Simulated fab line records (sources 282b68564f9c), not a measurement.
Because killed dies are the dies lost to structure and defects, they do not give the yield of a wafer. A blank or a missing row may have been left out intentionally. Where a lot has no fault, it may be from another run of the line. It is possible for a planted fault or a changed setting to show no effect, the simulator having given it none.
Split-lot trial	flow rit_cmos	route with 202 steps; 5 lots, 23 wafers read

== ABOUT THE SPLIT ==
At RIT_M1_COAT_04 (resist thk 1300 nm), the setting resist_thk_nm was moved away from the recipe's 1300 nm on 5 of the 23 wafers read, by -3.5% to -2.9%. The other wafers ran this setting at the recipe's value.

== FROM THE SPLIT TO THE READING: what the file shows between them, 2 steps ==
- RIT_M1_SOFTBAKE_05: time 60 s
- RIT_M1_EXPOSE_06: exposes mask M12, target cd 2600 nm

== THE READING ==
NOVOLAK_of_M1_COAT_04.thk_nm (the simulator's own value, which no gauge read), in nm, at RIT_M1_HARDBAKE_11 (time 120 s). The file gives no usual value for it. Average 1136 nm, standard deviation 2.8 nm, over the 18 wafers here run with the recipe.

wafer	tool, chamber at the split	resist_thk_nm as run, nm	against the recipe	NOVOLAK_of_M1_COAT_04.thk_nm, nm	against lot-mates on the recipe
L076.1	litho_track-01, 0	1300	recipe	1132	-
L076.5	litho_track-01, 0	1300	recipe	1132	-
L076.3	litho_track-01, 0	1254	-3.5%	1093	-39
L076.4	litho_track-01, 0	1254	-3.5%	1092	-40
L076.6	litho_track-01, 0	1254	-3.5%	1101	-31
L077.1	litho_track-01, 0	1300	recipe	1139	-
L077.2	litho_track-01, 0	1300	recipe	1135	-
L077.3	litho_track-01, 0	1300	recipe	1137	-
L077.5	litho_track-01, 0	1300	recipe	1138	-
L077.6	litho_track-01, 0	1300	recipe	1140	-
L078.1	litho_track-02, 0	1300	recipe	1138	-
L078.2	litho_track-02, 0	1300	recipe	1141	-
L078.3	litho_track-02, 0	1300	recipe	1134	-
L082.2	litho_track-02, 0	1300	recipe	1134	-
L082.6	litho_track-02, 0	1300	recipe	1134	-
L082.3	litho_track-02, 0	1262	-2.9%	1106	-29
L082.4	litho_track-02, 0	1300	recipe	1138	-
L082.5	litho_track-02, 0	1262	-2.9%	1102	-33
L084.1	litho_track-04, 0	1300	recipe	1132	-
L084.5	litho_track-04, 0	1300	recipe	1132	-
L084.3	litho_track-04, 0	1300	recipe	1135	-
L084.4	litho_track-04, 0	1300	recipe	1135	-
L084.6	litho_track-04, 0	1300	recipe	1136	-

FIT RESULTS
A straight line over all 23 wafers: NOVOLAK_of_M1_COAT_04.thk_nm changes by +11.2 nm for each +1% of resist_thk_nm; r = +0.98; the points scatter about the line by 3.1 nm.
The same after taking each lot's own level away (the mean of its wafers on the recipe; 23 wafers): +10.5 nm for each +1%; r = +0.99; scatter 2.4 nm.
Per that fit: largest resist_thk_nm move, reading shift of 37 nm.
Across the lots, their own levels run from 1132.0 to 1137.8 nm, a range of 2.1 times the standard deviation given above.
Hence the lot-to-lot level has little effect on the slope; both slopes agree.
Check: with one of the wafers moved furthest among these (-3.5%) left out of the fit, the line predicts -36.5 nm for it against its lot-mates. It came out at -39 nm against them.

== OTHER SPLITS APPLIED TO THESE WAFERS ==
Before the reading, these wafers also passed through other splits. Each is held against what the fit with the lots' levels taken away leaves over:
other split on the same wafers	wafers away from the commonest value	r with NOVOLAK_of_M1_COAT_04.thk_nm (lot level and that fit taken away)
RIT_SILICIDE_SPUTTER_01 time_s	6	-0.14
RIT_CONTACT_COAT_03 spin_rpm	10	-0.01
RIT_CONTACT_DEVELOP_07 develop_time_s	6	-0.15
RIT_CONTACT_STRIP_12 time_s	6	-0.05

== THE WHOLE CHAIN: every reading that the file lists as answering this split, in the file's order ==
step	what it does	reading	change (the file's fit)	r (the file's)
RIT_M1_COAT_04	resist thk 1300 nm	NOVOLAK_of_M1_COAT_04.thk_nm (the simulator's own value, which no gauge read)	+12.3 nm for each +1% of the setting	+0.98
RIT_M1_HARDBAKE_11	time 120 s	NOVOLAK_of_M1_COAT_04.thk_nm (the simulator's own value, which no gauge read)	+10.6 nm for each +1% of the setting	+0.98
RIT_M1_METAL_ETCH_12	etches Al in Cl2/BCl3, stops on SiO2, time 165 s, target depth 600 nm	NOVOLAK_of_M1_COAT_04.thk_nm (the simulator's own value, which no gauge read)	+11.5 nm for each +1% of the setting, in a fit together with over_etch_frac@M1_METAL_ETCH_12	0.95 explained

== THE FILE'S OWN FIT ==
NOVOLAK_of_M1_COAT_04.thk_nm changes by +10.6 nm for each +1% of resist_thk_nm, r = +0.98.
